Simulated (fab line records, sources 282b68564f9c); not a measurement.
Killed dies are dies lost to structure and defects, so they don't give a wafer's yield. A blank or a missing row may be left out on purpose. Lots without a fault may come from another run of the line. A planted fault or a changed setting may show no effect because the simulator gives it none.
fab line records | flow rit_cmos
record lots=16 wafers=48 last_day=6
route steps=202 shown NWELL@51 PRETRO@70 PLDD@120 PSD@150
lots that met no fault: from a run of the same line without faults
start_h: hours from the record's first day to the start of the lot's first wafer shown | wait_h: hours since the lot's step before | " the same as in the row above | L1.1+2: a row that stands for several wafers | - no value, or no start given | * or withheld: withheld | < > ~ a bound
route shown NAME@n: a module of which the file shows steps, and the number in the route of the first | usual: mean/standard deviation of fault-free wafers | same: alike in all rows | chamber/n: place in a boat | sites: the reading at each site | _std_site: their standard deviation | _edge_site: outer sites' mean less inner sites' | radius_mm: how far each site lies from the wafer's centre | mask NAME#n: copy n | behind: the tool/chamber that last shaped the wafer | hold: why the lot was held/for how many hours/how that ended | device: the transistor (n, p or np) that didn't switch | end of line: the same wafers' tests at the end of the route | a step without rows: its recipe alone | killed: dies lost to structure and defects at the first sort, not the wafer's yield | map: a wafer's dies, x killed, . not, _ none there
set.NAME: the setting as run; set.NAME@STEP: as run at that earlier step | model.NAME: the simulator's own value behind a step, which no gauge read
steps of the route over a sample of lots; a table a step, a row a wafer
services: from which hour (start_h, from the record's first day; less than 0 if before it) a tool's chamber was out of use, for how many hours, and why
## steps
# step RIT_WELLDRIVE_RS_MEAS_01
# recipe thk_meas_gauge=four-point-probe
# usual NWELL_RS=275.2/0.84
# columns lot.wafer tool chamber start_h wait_h NWELL_RS[ohm/sq]
L548.1 film_metro-01 - 29.96 0.0 274.4
L548.2 " - " " 274.2
L548.5 " - " " 274.3
L549.3 film_metro-01 - 35.03 0.0 274.3
L549.4 " - " " 274.8
L549.5 " - " " 275.0
L550.1 film_metro-03 - 39.39 0.0 276.4
L550.2 " - " " 276.8
L550.6 " - " " 276.7
L551.3 film_metro-04 - 43.58 0.0 275.3
L551.5 " - " " 274.4
L551.6 " - " " 274.4
L552.1 film_metro-04 - 48.62 0.0 275.3
L552.4 " - " " 275.6
L552.5 " - " " 274.9
L553.1 film_metro-01 - 54.88 0.0 273.5
L553.2 " - " " 274.1
L553.5 " - " " 273.8
L554.2 film_metro-01 - 60.24 0.0 274.5
L554.3 " - " " 274.0
L554.6 " - " " 274.7
L555.1 film_metro-03 - 65.06 0.0 275.4
L555.2 " - " " 275.3
L555.5 " - " " 275.3
L556.2 film_metro-03 - 69.26 0.0 275.9
L556.3 " - " " 276.0
L556.5 " - " " 276.0
L557.1 film_metro-01 - 75.22 0.0 273.2
L557.3 " - " " 274.1
L557.5 " - " " 273.7
L558.1 film_metro-01 - 82.54 0.0 274.7
L558.4 " - " " 273.7
L558.6 " - " " 273.8
L559.2 film_metro-01 - 87.65 0.0 273.8
L559.5 " - " " 273.4
L559.6 " - " " 273.4
L560.4 film_metro-04 - 91.15 0.1 275.3
L560.5 " - " " 276.3
L560.6 " - " " 274.8
L561.1 film_metro-03 - 94.78 0.0 274.9
L561.4 " - " " 274.8
L561.6 " - " " 274.9
L562.4 film_metro-04 - 101.57 0.1 274.6
L562.5 " - " " 275.0
L562.6 " - " " 274.8
L563.1 film_metro-01 - 104.57 0.0 275.5
L563.5 " - " " 275.5
L563.6 " - " " 276.2
# step RIT_PRETRO_OVL_MEAS_06
# usual PRETRO_OVL=1.2/1.2
# columns lot.wafer tool chamber start_h wait_h PRETRO_OVL[nm]
L548.1 overlay-01 - 32.75 - 1.0
L548.2 " - " " 1.3
L548.5 " - " " 1.3
L549.3 overlay-02 - 37.82 - 1.7
L549.4 " - " " 2.2
L549.5 " - " " 1.3
L550.1 overlay-01 - 42.06 - 3.2
L550.2 " - " " 1.7
L550.6 " - " " 3.6
L551.3 overlay-01 - 46.22 - -0.2
L551.5 " - " " -1.7
L551.6 " - " " -0.8
L552.1 overlay-01 - 51.67 - 1.8
L552.4 " - " " 0.8
L552.5 " - " " 1.7
L553.1 overlay-01 - 57.68 - 1.9
L553.2 " - " " 1.0
L553.5 " - " " 0.4
L554.2 overlay-01 - 62.93 - 2.6
L554.3 " - " " 1.1
L554.6 " - " " 0.4
L555.1 overlay-01 - 67.91 - 2.2
L555.2 " - " " 1.9
L555.5 " - " " 2.2
L556.2 overlay-02 - 72.05 - 1.7
L556.3 " - " " 1.1
L556.5 " - " " 2.2
L557.1 overlay-01 - 78.27 - 0.3
L557.3 " - " " -1.2
L557.5 " - " " -1.5
L558.1 overlay-02 - 85.46 - 3.8
L558.4 " - " " 2.9
L558.6 " - " " 4.6
L559.2 overlay-01 - 90.42 - 0.5
L559.5 " - " " 0.8
L559.6 " - " " 1.7
L560.4 overlay-02 - 94.22 - -1.5
L560.5 " - " " -0.1
L560.6 " - " " -0.8
L561.1 overlay-01 - 97.78 - 0.1
L561.4 " - " " 0.8
L561.6 " - " " 1.5
L562.4 overlay-02 - 104.45 - 0.8
L562.5 " - " " -0.1
L562.6 " - " " 0.3
L563.1 overlay-01 - 107.36 - 0.1
L563.5 " - " " -0.1
L563.6 " - " " -0.4
# step RIT_PLDD_OVL_MEAS_06
# usual PLDD_OVL=0.1/1.3
# columns lot.wafer tool chamber start_h wait_h PLDD_OVL[nm]
L548.1 overlay-02 - 47.40 - 1.3
L548.2 " - " " 0.1
L548.5 " - " " 0.3
L549.3 overlay-02 - 50.90 - -0.9
L549.4 " - " " -2.9
L549.5 " - " " -1.4
L550.1 overlay-01 - 54.61 - 1.0
L550.2 " - " " 0.5
L550.6 " - " " -0.3
L551.3 overlay-01 - 58.43 - 0.7
L551.5 " - " " 1.2
L551.6 " - " " 1.2
L552.1 overlay-01 - 63.92 - -1.0
L552.4 " - " " 0.4
L552.5 " - " " 1.1
L553.1 overlay-01 - 69.94 - -1.2
L553.2 " - " " -3.2
L553.5 " - " " -1.7
L554.2 overlay-01 - 80.45 - -0.3
L554.3 " - " " -1.8
L554.6 " - " " -1.1
L555.1 overlay-02 - 83.23 - -0.6
L555.2 " - " " -1.6
L555.5 " - " " -1.9
L556.2 overlay-01 - 83.53 - -0.6
L556.3 " - " " 1.5
L556.5 " - " " 0.3
L557.1 overlay-02 - 92.56 - -0.9
L557.3 " - " " -2.2
L557.5 " - " " -2.1
L558.1 overlay-02 - 99.00 - 0.5
L558.4 " - " " 1.3
L558.6 " - " " 2.1
L559.2 overlay-02 - 103.26 - 1.0
L559.5 " - " " 0.8
L559.6 " - " " 0.3
L560.4 overlay-02 - 107.02 - -1.3
L560.5 " - " " -0.1
L560.6 " - " " 0.2
L561.1 overlay-01 - 114.77 - 0.7
L561.4 " - " " -0.2
L561.6 " - " " 0.4
L562.4 overlay-01 - 120.11 - 1.6
L562.5 " - " " 1.8
L562.6 " - " " 1.7
L563.1 overlay-02 - 120.36 - -0.8
L563.5 " - " " -1.2
L563.6 " - " " -0.8
# step RIT_PSD_IMPLANT_08
# recipe species=BF2 energy_kev=27 dose_cm2=5e+15 tilt_deg=7
# usual end_station_pressure_torr=1.44e-05/7.4e-07 implant_ion_amu=49/0
# columns lot.wafer tool chamber start_h wait_h end_station_pressure_torr implant_ion_amu
L548.1 implanter-02 0 54.03 0.1 1.42e-05 49
L548.2 " 0 " " 1.5e-05 49
L548.5 " 0 " " 1.39e-05 49
L549.3 implanter-01 0 56.93 0.1 1.31e-05 49
L549.4 " 0 " " 1.44e-05 49
L549.5 " 0 " " 1.42e-05 49
L550.1 implanter-02 0 60.43 0.1 1.48e-05 49
L550.2 " 0 " " 1.55e-05 49
L550.6 " 0 " " 1.44e-05 49
L551.3 implanter-03 0 64.22 0.1 1.39e-05 49
L551.5 " 0 " " 1.47e-05 49
L551.6 " 0 " " 1.51e-05 49
L552.1 implanter-03 0 70.47 0.1 1.48e-05 49
L552.4 " 0 " " 1.49e-05 49
L552.5 " 0 " " 1.43e-05 49
L553.1 implanter-02 0 76.74 0.1 1.51e-05 49
L553.2 " 0 " " 1.42e-05 49
L553.5 " 0 " " 1.4e-05 49
L554.2 implanter-02 0 86.24 0.1 1.44e-05 49
L554.3 " 0 " " 1.6e-05 49
L554.6 " 0 " " 1.56e-05 49
L555.1 implanter-01 0 90.09 0.1 1.44e-05 49
L555.2 " 0 " " 1.44e-05 49
L555.5 " 0 " " 1.34e-05 49
L556.2 implanter-03 0 90.36 0.1 1.4e-05 49
L556.3 " 0 " " 1.41e-05 49
L556.5 " 0 " " 1.47e-05 49
L557.1 implanter-03 0 98.54 0.1 1.52e-05 49
L557.3 " 0 " " 1.31e-05 49
L557.5 " 0 " " 1.52e-05 49
L558.1 implanter-02 0 104.65 0.1 1.54e-05 49
L558.4 " 0 " " 1.58e-05 49
L558.6 " 0 " " 1.42e-05 49
L559.2 implanter-03 0 110.01 0.1 1.52e-05 49
L559.5 " 0 " " 1.49e-05 49
L559.6 " 0 " " 1.56e-05 49
L560.4 implanter-01 0 112.76 0.1 1.4e-05 75
L560.5 " 0 " " 1.29e-05 75
L560.6 " 0 " " 1.46e-05 75
L561.1 implanter-02 0 120.79 0.1 1.42e-05 75
L561.4 " 0 " " 1.43e-05 75
L561.6 " 0 " " 1.41e-05 75
L562.4 implanter-02 0 125.74 0.1 1.46e-05 75
L562.5 " 0 " " 1.56e-05 75
L562.6 " 0 " " 1.59e-05 75
L563.1 implanter-01 0 126.23 0.1 1.5e-05 75
L563.5 " 0 " " 1.41e-05 75
L563.6 " 0 " " 1.39e-05 75
# step RIT_SDANNEAL_RS_MEAS_04
# recipe thk_meas_gauge=four-point-probe
# usual PSD_RS=115.89/0.24
# columns lot.wafer tool chamber start_h wait_h PSD_RS[ohm/sq]
L548.1 film_metro-02 - 54.85 0.0 115.73
L548.2 " - " " 115.85
L548.5 " - " " 116.05
L549.3 film_metro-02 - 57.75 0.1 116.01
L549.4 " - " " 115.94
L549.5 " - " " 116.29
L550.1 film_metro-03 - 61.24 0.0 116.01
L550.2 " - " " 116.01
L550.6 " - " " 115.55
L551.3 film_metro-04 - 65.02 0.1 115.70
L551.5 " - " " 115.65
L551.6 " - " " 115.42
L552.1 film_metro-02 - 71.36 0.1 115.86
L552.4 " - " " 115.59
L552.5 " - " " 115.57
L553.1 film_metro-04 - 77.55 0.0 116.05
L553.2 " - " " 115.98
L553.5 " - " " 115.86
L554.2 film_metro-03 - 87.12 0.1 116.01
L554.3 " - " " 116.05
L554.6 " - " " 115.73
L555.1 film_metro-02 - 90.92 0.0 116.15
L555.2 " - " " 115.90
L555.5 " - " " 115.80
L556.2 film_metro-03 - 91.24 0.1 115.75
L556.3 " - " " 115.62
L556.5 " - " " 115.63
L557.1 film_metro-03 - 99.36 0.0 115.95
L557.3 " - " " 115.71
L557.5 " - " " 115.59
L558.1 film_metro-03 - 105.46 0.0 116.19
L558.4 " - " " 115.96
L558.6 " - " " 115.62
L559.2 film_metro-03 - 110.83 0.1 115.89
L559.5 " - " " 115.89
L559.6 " - " " 115.93
L560.4 film_metro-04 - 113.56 0.1 50.47
L560.5 " - " " 50.40
L560.6 " - " " 50.51
L561.1 film_metro-03 - 121.63 0.0 50.50
L561.4 " - " " 50.44
L561.6 " - " " 50.53
L562.4 film_metro-03 - 126.55 0.1 50.47
L562.5 " - " " 50.53
L562.6 " - " " 50.57
L563.1 film_metro-04 - 127.07 0.0 50.42
L563.5 " - " " 50.41
L563.6 " - " " 50.46
## services
# columns tool chamber start_h hours kind
implanter-02 - 77.63 4.7 pm
implanter-01 - 83.95 2.6 repair
implanter-01 - 98.97 9.8 pm
implanter-01 - 109.36 2.9 pm
implanter-01 - 115.36 5.5 repair
implanter-02 - 116.55 1.8 repair
## key
first_sign step=RIT_PSD_IMPLANT_08 reading=implant_ion_amu direction=up sigmas=99+ usual=49 struck=75
effect step=RIT_SDANNEAL_RS_MEAS_04 reading=PSD_RS direction=down sigmas=99+ usual=115.89 struck=50.48
met_at RIT_PSD_IMPLANT_08
struck_lots L560,L561,L562,L563
sort_left_out L560.4,L560.5,L560.6,L561.1,L561.4,L561.6,L562.4,L562.5,L562.6,L563.1,L563.5,L563.6
tester_left_out L560,L561,L562,L563
not_acting_at RIT_WELLDRIVE_RS_MEAS_01,RIT_PRETRO_OVL_MEAS_06,RIT_PLDD_OVL_MEAS_06
onset_between 104.65 112.76
fault kind=wrong_recipe_download tool=implanter-01,implanter-02,implanter-03 chamber=- onset_h=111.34 steps=RIT_PSD_IMPLANT_08 wrong_recipe.not_listed=1
# tester_left_out: of these lots the tester's yield and bins aren't shown, on N5 and GAA mostly nor the transistor test; their killed dies are dies lost to structure and defects alone, not to doping, threshold or leakage, so they don't give the yield
# sort_left_out: the simulated sort isn't trusted on such a fault, so these wafers' sort isn't shown, and their yield isn't known
